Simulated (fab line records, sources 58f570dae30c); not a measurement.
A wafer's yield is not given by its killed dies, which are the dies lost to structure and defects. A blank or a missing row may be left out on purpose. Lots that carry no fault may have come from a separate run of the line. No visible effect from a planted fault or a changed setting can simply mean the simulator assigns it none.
Which of the tools did it? | flow berkeleyCmos170 | 7 lots, 21 wafers sampled, at 2 steps of a route of 331

== WHAT THE GAUGES READ, wafer by wafer ==
UCB170_CONTACT_OVL_MEAS_16.
lot  | measured     | on         | CONTACT_OVL (nm)
L363 | day 7 07:11  | overlay-01 | 10 -1 10
L365 | day 8 01:05  | overlay-02 | 1 5 0
L370 | day 8 06:22  | overlay-01 | -12 2 -2
L371 | day 9 08:17  | overlay-01 | 68 87 71
L376 | day 9 14:15  | overlay-02 | 0 -4 -8
L382 | day 11 10:14 | overlay-01 | 4 3 0
L384 | day 12 12:56 | overlay-01 | -3 0 -3

== EACH LOT AND THE TOOL THAT RAN IT (in order: tool; ch and the chambers of the sampled wafers; start) ==
lot  | UCB170_CONTACT_EXPOSE_12
L363 | krfScanner-01 ch 0, day 7 06:42
L365 | krfScanner-02 ch 0, day 8 00:34
L370 | krfScanner-01 ch 0, day 8 05:52
L371 | krfScanner-01 ch 0, day 9 07:47
L376 | krfScanner-02 ch 0, day 9 13:44
L382 | krfScanner-02 ch 0, day 11 09:44
L384 | krfScanner-02 ch 0, day 12 12:10
- UCB170_CONTACT_EXPOSE_12: exposes mask CONT, target cd 700 nm.

== THE ANSWER, worked out from the rows above alone ==
Rule: what is usual is taken from the lots themselves. The widest of any qualifying gaps counts: lots, ordered by their means at a reading, are off when they make up no more than a third of the lots, leave a main group of 4 or more, and stand apart from it by 3 or more times the standard deviation of that group's means. A main group is skipped when, at the precision printed for the reading in the tables above, its means are all equal. Also off: a lot with no number at a reading for which 4 or more lots have one. Any other lot the step has rows for is counted as sound.
Off: L371, at UCB170_CONTACT_OVL_MEAS_16 (CONTACT_OVL). For the main group the mean is 0 nm and the standard deviation 3.8.
If a tool, at a process step before that reading, ran all the lots that are off and no sound lot after the first of them, it fits. Gauges at UCB170_CONTACT_OVL_MEAS_16: tried the same way as those tools. One fits: UCB170_CONTACT_EXPOSE_12 on krfScanner-01. Its last sound lot is L370 (day 8 05:52), its first lot that is off L371 (day 9 07:47): a fault that began between those two fits.

== WHAT THE SIMULATOR PUT IN ==
Scanner matching overlay: krfScanner-01, from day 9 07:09 on, at UCB170_CONTACT_EXPOSE_12. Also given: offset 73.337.
Lots struck among those shown: L371. This agrees with what the rule above found.
